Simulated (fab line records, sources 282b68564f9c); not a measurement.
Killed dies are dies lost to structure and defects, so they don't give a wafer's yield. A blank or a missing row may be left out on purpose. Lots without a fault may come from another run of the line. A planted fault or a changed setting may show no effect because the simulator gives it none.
Problem report in the 8D (eight disciplines) form, filled by code | flow rit_cmos | the parts of the form that need people (team, actions taken, sign-off) are left out

1. THE PROBLEM
GATE_OXIDE_THK at RIT_GATE_THK_MEAS_07 reads a mean of 3.38 nm on 6 wafers of 2 lots; wafers without a fault read 3.04 nm with a standard deviation of 0.063. That is +5.4 standard deviations from the usual mean.
First seen on wafer L484.3, day 4 15:57, on film_metro-02. The record holds 42 wafers of 14 lots with a number at this step. Rule for "out", or "out of limits": more than 4 standard deviations from the usual mean. The other wafers with a number count as sound.

2. WHAT IT IS AND WHAT IT IS NOT
question                    | is                           | is not
which readings at this step | GATE_OXIDE_THK               | -
which lots                  | L484, L486                   | L474, L475, L476, L477, L478, L479, L480, L487, L488, L490, L493, L495
which wafers of those lots  | all that have a number       | -
read on which gauges        | film_metro-02, film_metro-04 | film_metro-03
when                        | from day 4 15:57             | up to then (21 sound wafers); but 15 sound wafers of L487, L488, L490, L493, L495 came after

3. SUSPECTS, AND WHAT RULES EACH OUT
Counting: a tool at a process step up to the reading stays a suspect if it ran every lot that is out and no sound lot after the first of them.
- the gauge at RIT_GATE_THK_MEAS_07: ruled out. The wafers that are out were read on 2 gauges (film_metro-02, film_metro-04).
- furnace-03 at RIT_GATE_OXIDATION_05 (target thk 3 nm, ox time 270 s): kept. It ran every lot that is out, first L484 (day 4 13:39), and no sound lot after that; its last sound lot up to then is L479 (day 3 18:47).
Left after counting: furnace-03 at RIT_GATE_OXIDATION_05.

4. THE CAUSE (what the simulator had put in)
Process parameter drift: furnace-03, from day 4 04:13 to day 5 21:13, at RIT_GATE_OXIDATION_05. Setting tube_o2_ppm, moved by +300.
Counting left only this tool.

5. THE CHAIN OF EFFECTS, in route order
Each row: a reading whose mean over the struck wafers that have a number lies more than 3 standard deviations from the usual. Only readings for which the record gives a usual standard deviation are gone through. hours: the time from each lot's start at the first step in this table that gives one to its start at this step, as a median over the lots. sigmas: the change in usual standard deviations.
hours | step                 | reading        | usual   | on struck wafers | change | sigmas
0     | RIT_GATE_THK_MEAS_07 | GATE_OXIDE_THK | 3.04 nm | 3.38             | +0.34  | +5.4

6. WHAT WOULD HAVE CAUGHT IT SOONER
In this record the first reading out of limits at a measuring or inspecting step was taken at day 4 15:57, 12 hours after the fault began at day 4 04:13.
Of the tool readings at RIT_GATE_OXIDATION_05 for which the record gives a usual standard deviation, none was out on any struck wafer, so an alarm limit of 4 standard deviations on them would not have fired.
Of the lots that are out (2), L486 began RIT_GATE_OXIDATION_05 on furnace-03 after day 4 15:57. A hold on the tool at that time would have spared it.
